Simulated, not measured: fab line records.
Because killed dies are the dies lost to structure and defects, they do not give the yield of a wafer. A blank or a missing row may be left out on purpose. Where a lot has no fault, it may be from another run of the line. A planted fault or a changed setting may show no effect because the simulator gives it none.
Which tool was responsible? / flow rit cmos / 7 lots with 21 wafers sampled at 2 steps, on a route of 202 steps

WHAT THE GAUGES READ, wafer by wafer
RIT_SILICIDE_RS_MEAS_02: uses a four-point probe to measure.
lot=L511; measured=day 4 01:05; on=film metro-01; SILICIDE_TI_RS (ohm/sq)=47.2 47.7 47.5
lot=L513; measured=day 4 08:11; on=film metro-01; SILICIDE_TI_RS (ohm/sq)=48.4 48.3 48.1
lot=L515; measured=day 4 18:33; on=film metro-04; SILICIDE_TI_RS (ohm/sq)=48.3 48.4 48.2
lot=L517; measured=day 5 04:52; on=film metro-01; SILICIDE_TI_RS (ohm/sq)=47.1 46.6 47.2
lot=L522; measured=day 6 08:17; on=film metro-01; SILICIDE_TI_RS (ohm/sq)=30.2 30.4 30.3
lot=L525; measured=day 7 00:46; on=film metro-04; SILICIDE_TI_RS (ohm/sq)=49.6 49.7 49.1
lot=L529; measured=day 7 22:21; on=film metro-04; SILICIDE_TI_RS (ohm/sq)=47.1 47.5 47.2

WHAT TOOL EACH LOT RAN ON (gives the tool, then ch and the chambers of the sampled wafers, and finally the start)
lot=L511; RIT_SILICIDE_SPUTTER_01=pvd sputter-01, day 4 00:56
lot=L513; RIT_SILICIDE_SPUTTER_01=pvd sputter-01, day 4 08:02
lot=L515; RIT_SILICIDE_SPUTTER_01=pvd sputter-02, day 4 18:24
lot=L517; RIT_SILICIDE_SPUTTER_01=pvd sputter-01, day 5 04:43
lot=L522; RIT_SILICIDE_SPUTTER_01=pvd sputter-04, day 6 08:05
lot=L525; RIT_SILICIDE_SPUTTER_01=pvd sputter-02, day 7 00:35
lot=L529; RIT_SILICIDE_SPUTTER_01=pvd sputter-02, day 7 22:11
- RIT_SILICIDE_SPUTTER_01: material Ti, target thk 30 nm, time 240 s.

THE ANSWER, worked out from the rows above alone
Rule: the lots themselves supply what counts as usual. Put in order of their means at a reading, lots are off if they are a third of the lots or fewer, leave a main group of 4 or more, and stand apart from it by a gap of 3 or more times the standard deviation of the main group's means; of several such gaps the widest counts. The tables above print the reading to a certain number of digits; a main group whose means all agree to those digits is not used. Also off: a lot with no number at a reading for which 4 or more lots have one. Any other lot the step has rows for is counted as sound.
Off: L522, at RIT_SILICIDE_RS_MEAS_02 (SILICIDE_TI_RS). For the main group the mean is 48.0 ohm/sq and the standard deviation 0.84.
A tool fits if, at a process step before that reading, it ran every lot that is off, and no sound lot after the first of them. Gauges at RIT_SILICIDE_RS_MEAS_02: tried the same way as those tools. Can't be told from this: 2 tools fit, pvd sputter-04 at RIT_SILICIDE_SPUTTER_01, film metro-01 at RIT_SILICIDE_RS_MEAS_02.

WHAT THE SIMULATOR PUT IN
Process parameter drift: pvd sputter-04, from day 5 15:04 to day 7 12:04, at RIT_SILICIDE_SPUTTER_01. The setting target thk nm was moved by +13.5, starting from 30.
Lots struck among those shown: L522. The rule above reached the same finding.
